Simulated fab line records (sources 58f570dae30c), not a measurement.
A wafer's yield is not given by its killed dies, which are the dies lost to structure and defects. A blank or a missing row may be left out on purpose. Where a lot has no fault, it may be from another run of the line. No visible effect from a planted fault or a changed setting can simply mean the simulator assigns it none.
One fault through the eyes of 2 desks :: flow berkeleyCmos170 :: each desk holds nothing but its own numbers, with what lay behind them at the end

DESK OF THE TOOL OWNER: lithoTrack-04
The tool's own readings at UCB170_NLDD_COAT_01 (resist thk 900 nm): means of the sampled wafers that have a number, for each lot that ran on this tool. Any lot whose mean is over 4 standard deviations away from the usual mean is out of limits and marked OUT; that distance is given in the brackets.
Columns: A = dispensePressureKPa at UCB170_NLDD_COAT_01, usual 53 kPa; B = spinSpeedRpm at UCB170_NLDD_COAT_01, usual 1500.1 rpm
lot: L653
first seen here: day 8 01:25
A: 50
B: 1500.4

lot: L658
first seen here: day 9 12:52
A: 50
B: 1499.6

lot: L662
first seen here: day 10 02:53
A: 50
B: 1500.2

lot: L671
first seen here: day 12 19:38
A: 50
B: 1500.3
This desk's finding: nothing out of limits on any of the 4 lots.

AT THE METROLOGY DESK
What the gauges read for every lot (on any tool): the sampled wafers with a number, averaged. Any lot whose mean is over 4 standard deviations away from the usual mean is out of limits and marked OUT; that distance is given in the brackets.
Columns: A = cdNm at UCB170_NLDD_CD_MEAS_06, usual 1199.5 nm
lot: L650
first seen here: day 7 14:42
A: 1199.5

lot: L653
first seen here: day 8 03:11
A: 1199.1

lot: L654
first seen here: day 8 03:28
A: 1199.4

lot: L655
first seen here: day 8 04:05
A: 1198.9

lot: L658
first seen here: day 9 13:49
A: 1194.4

lot: L664
first seen here: day 10 03:56
A: 1198.7

lot: L662
first seen here: day 10 04:06
A: 1192.6 (-4.9) OUT

lot: L666
first seen here: day 11 03:59
A: 1198.1

lot: L667
first seen here: day 11 04:58
A: 1199.0

lot: L668
first seen here: day 11 05:05
A: 1200.9

lot: L669
first seen here: day 11 19:28
A: 1199.6

lot: L670
first seen here: day 12 08:42
A: 1200.6

lot: L672
first seen here: day 12 15:48
A: 1197.7

lot: L671
first seen here: day 12 20:27
A: 1199.5
Finding of this desk: L662 out of limits; the first was L662 at day 10 04:06, on cdNm at UCB170_NLDD_CD_MEAS_06. Within limits: L650, L653, L654, L655, L658, L664, L666, L667, L668, L669, L670, L672, L671.

TAKEN TOGETHER
The metrology desk could have raised an alarm at day 10 04:06, on L662.
The desk of the tool owner found nothing out of limits.
On record at the tool owner's desk: L662, within its limits.
All the named lots went through UCB170_NLDD_COAT_01 on lithoTrack-04.

WHAT HAD BEEN PUT IN BY THE SIMULATOR
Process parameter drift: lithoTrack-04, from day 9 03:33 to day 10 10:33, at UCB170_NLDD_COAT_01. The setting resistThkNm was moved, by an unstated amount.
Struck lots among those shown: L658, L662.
Per desk, hours elapsed from the start of the fault to the first reading out of limits: for the metrology desk, 25.
